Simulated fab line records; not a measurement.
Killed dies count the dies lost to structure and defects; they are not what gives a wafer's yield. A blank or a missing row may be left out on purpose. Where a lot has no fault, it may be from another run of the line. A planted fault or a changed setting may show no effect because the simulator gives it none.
A single fault, viewed from 2 desks | flow ritCmos | only its own numbers are on each desk; what lay behind them is given at the end

FOR THE TOOL OWNER'S DESK: rieDiel-01
The tool's own readings at RIT_SPACER_ETCHBACK_05 (etches Si3N4 in SF6/CHF3, stops on SiO2, target depth 250 nm, time 240 s): means of the sampled wafers that have a number, for each lot that ran on this tool. Marked OUT: a lot whose mean sits more than 4 standard deviations from the usual mean, which makes it out of limits; the brackets give that distance.
Columns: A = drypumpMotorCurrentA at RIT_SPACER_ETCHBACK_05, usual 5.95 A; B = oesProductAu at RIT_SPACER_ETCHBACK_05, usual 0.831 a.u.; C = throttleValvePct at RIT_SPACER_ETCHBACK_05, usual 10.22 %
lot  | first seen here | A    | B     | C
L726 | day 4 03:46     | 6.04 | 0.831 | 10.12
L732 | day 5 05:40     | 6.03 | 0.848 | 10.25
L733 | day 5 10:38     | 5.98 | 0.835 | 10.17
Finding of this desk: none of the 3 lots has anything out of limits.

AT THE METROLOGY DESK
What the gauges read for every lot (on any tool): the sampled wafers with a number, averaged. Marked OUT: a lot whose mean sits more than 4 standard deviations from the usual mean, which makes it out of limits; the brackets give that distance. Of its 10 readings 7 are shown: those that lie furthest out on some lot.
Columns: A = PLDD_OVL at RIT_PLDD_OVL_MEAS_06, usual -0.1 nm; B = PLDD_TW at RIT_PLDD_TW_MEAS_10, usual 2343; C = SPACER_NITRIDE_THK at RIT_SPACER_THK_MEAS_04, usual 245.2 nm; D = NSD_OVL at RIT_NSD_OVL_MEAS_06, usual 0.0 nm; E = PSD_TW at RIT_PSD_TW_MEAS_10, usual 3408; F = PSD_RS at RIT_SDANNEAL_RS_MEAS_04, usual 117.00 ohm/sq; G = NSD_RS at RIT_SDANNEAL_RS_MEAS_05, usual 84.47 ohm/sq
lot  | first seen here | A    | B    | C     | D    | E    | F      | G
L725 | day 3 16:03     | 0.7  | 2349 | 248.4 | 1.9  | 3359 | 116.95 | 84.94
L726 | day 3 23:53     | -1.3 | 2355 | 243.8 | 0.8  | 3363 | 117.59 | 84.58
L732 | day 5 02:41     | 1.2  | 2347 | 246.3 | 0.7  | 3430 | 117.23 | 84.28
L733 | day 5 07:36     | -1.2 | 2309 | 248.3 | 0.1  | 3418 | 117.20 | 84.35
L740 | day 6 19:26     | -1.5 | 2337 | 245.4 | 0.5  | 3430 | 117.26 | 84.59
L744 | day 7 14:43     | 2.1  | 2308 | 244.6 | -0.8 | 3415 | 117.36 | 84.75
Finding of this desk: none of the 6 lots has anything out of limits.

TAKEN TOGETHER
Nothing out of limits was seen by the tool owner's desk.
Nothing out of limits was seen by the metrology desk.

WHAT HAD BEEN PUT IN BY THE SIMULATOR
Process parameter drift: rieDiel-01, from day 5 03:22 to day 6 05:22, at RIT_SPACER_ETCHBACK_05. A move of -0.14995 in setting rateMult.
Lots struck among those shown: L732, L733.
